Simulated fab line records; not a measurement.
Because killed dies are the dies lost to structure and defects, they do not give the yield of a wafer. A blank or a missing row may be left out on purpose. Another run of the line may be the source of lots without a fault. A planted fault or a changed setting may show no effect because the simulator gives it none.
Struck lot and sound lot, side by side + flow rit_cmos + 35 steps out of a route of 202
Sound: wafers L251.1, L251.2, L251.6. Wafers L256.1, L256.4, L256.5 were the ones struck. At the end, the cause is stated.
Order at every step that has rows: each side's tool, ch and its chambers, its first start. Under that, the readings that differ: sound wafers + struck wafers + difference of the means + sigmas: that difference in standard deviations of wafers without a fault.
alike: a reading whose means differ by less than 2 such deviations, as well as words and numbers matching on both sides. not compared: withheld readings; readings where some wafer has no value; bounds like >300 that might hide an equal value; numbers whose values overlap and for which the record gives no deviation.
The two part at a step that has a row with sigmas, a row that says differs or no value, or rows on one side only. Non-overlapping numbers with no deviation appear without sigmas and do not part them. A reading that every wafer of one side lacks parts them only if that side has two wafers or more.

first, 4 steps without rows for these wafers: RIT_ACTIVE_CLEAN_15 (cleans in SC1, time 600 s); RIT_ACTIVE_CLEAN_16 (cleans in dHF, time 30 s); RIT_ACTIVE_CLEAN_17 (cleans in SC2, time 600 s); RIT_FOX1_OXIDATION_00 (target thk 350.7 nm, ox time 1130 s).
RIT_FOX1_THK_MEAS_01:
  struck on film_metro-01, day 3 09:10; sound on film_metro-01, day 2 10:10
  alike: FOX1_OXIDE_THK
then, 2 steps without rows for these wafers: RIT_FOX1_WET_ETCH_02 (etches SiO2 in BOE, target depth 350 nm, time 390 s); RIT_FOX2_OXIDATION_00 (target thk 350.7 nm, ox time 1130 s).
RIT_FOX2_THK_MEAS_01:
  struck on film_metro-01, day 3 11:07; sound on film_metro-01, day 2 12:40
  alike: FOX2_OXIDE_THK
then, 2 steps without rows for these wafers: RIT_FOX2_CLEAN_02 (cleans in dHF, time 180 s); RIT_FOX2_WET_ETCH_03 (etches Si3N4 in H3PO4, target depth 195 nm, time 2700 s).
RIT_FOX2_THK_MEAS_90:
  struck on film_metro-04, day 3 11:59; sound on film_metro-01, day 2 13:32
  alike: FIELD_OXIDE_LEFT_1_THK
then, 1 step without rows for these wafers: RIT_NWELL_HMDS_00 (prime time 60 s).
RIT_NWELL_COAT_01: resist thk 1300 nm.
  sound on litho_track-03 ch 0, day 2 13:44; struck on litho_track-04, day 3 12:12
  no value came back on the struck wafers for chill_plate_temp_C (C), dispense_pressure_kPa (kPa); on the sound wafers chill_plate_temp_C (C) reads 23.03 23.11 23.08
then, 4 steps without rows for these wafers: RIT_NWELL_SOFTBAKE_02 (time 60 s); RIT_NWELL_EXPOSE_03 (exposes mask M2, target cd 43900 nm); RIT_NWELL_PEB_04; RIT_NWELL_DEVELOP_05 (develop time 68 s).
RIT_NWELL_OVL_MEAS_06:
  struck on overlay-01, day 3 12:56; sound on overlay-01, day 2 14:36
| reading        | sound          | struck | difference                    | sigmas |
|----------------|----------------|--------|-------------------------------|--------|
| NWELL_OVL (nm) | -2.5 -2.2 -1.5 | - - -  | no value on the struck wafers |        |
then, 2 steps without rows for these wafers: RIT_NWELL_HARDBAKE_07 (time 120 s); RIT_NWELL_IMPLANT_08.
RIT_NWELL_STRIP_09: strips in O2, time 180 s.
  sound on plasma_asher-04 ch 0,1, day 2 15:02; struck on plasma_asher-01 ch 0,1, day 3 13:22
  alike: drypump_motor_current_A, rf_refl_power_W
  not compared: rf_hours_counter_h
RIT_NWELL_TW_MEAS_10:
  struck on film_metro-04, day 3 13:32; sound on film_metro-01, day 2 15:13
| reading  | sound          | struck         | difference | sigmas |
|----------|----------------|----------------|------------|--------|
| NWELL_TW | 2079 2077 2083 | 2167 2151 2157 | +79        | +3     |
then, 6 steps without rows for these wafers: RIT_PWELL_HMDS_00 (prime time 60 s); RIT_PWELL_COAT_01 (resist thk 1300 nm); RIT_PWELL_SOFTBAKE_02 (time 60 s); RIT_PWELL_EXPOSE_03 (exposes mask M3, target cd 43700 nm); RIT_PWELL_PEB_04; RIT_PWELL_DEVELOP_05 (develop time 68 s).
RIT_PWELL_OVL_MEAS_06:
  struck on overlay-02, day 3 14:37; sound on overlay-01, day 2 16:34
  alike: PWELL_OVL
then, 2 steps without rows for these wafers: RIT_PWELL_HARDBAKE_07 (time 120 s); RIT_PWELL_IMPLANT_08.
RIT_PWELL_STRIP_09: strips in O2, time 180 s.
  sound on plasma_asher-01 ch 0,1, day 2 17:15; struck on plasma_asher-01 ch 0,1, day 3 15:02
  alike: drypump_motor_current_A, rf_refl_power_W
  not compared: rf_hours_counter_h
RIT_PWELL_TW_MEAS_10:
  struck on film_metro-02, day 3 15:13; sound on film_metro-04, day 2 17:25
| reading  | sound       | struck         | difference | sigmas      |
|----------|-------------|----------------|------------|-------------|
| PWELL_TW | 957 955 956 | 2190 2188 2178 | +1229      | +99 or more |
then, 1 step without rows for these wafers: RIT_WELLDRIVE_ANNEAL_00 (time 14700 s).
RIT_M1_PROBE_99:
  only the struck wafers here have rows in the record (prober-02, day 5 03:27); the sound ones have none

## WHERE THEY PART
First at RIT_NWELL_COAT_01; last, within this record, at RIT_M1_PROBE_99.

WHY: what had been put in by the simulator
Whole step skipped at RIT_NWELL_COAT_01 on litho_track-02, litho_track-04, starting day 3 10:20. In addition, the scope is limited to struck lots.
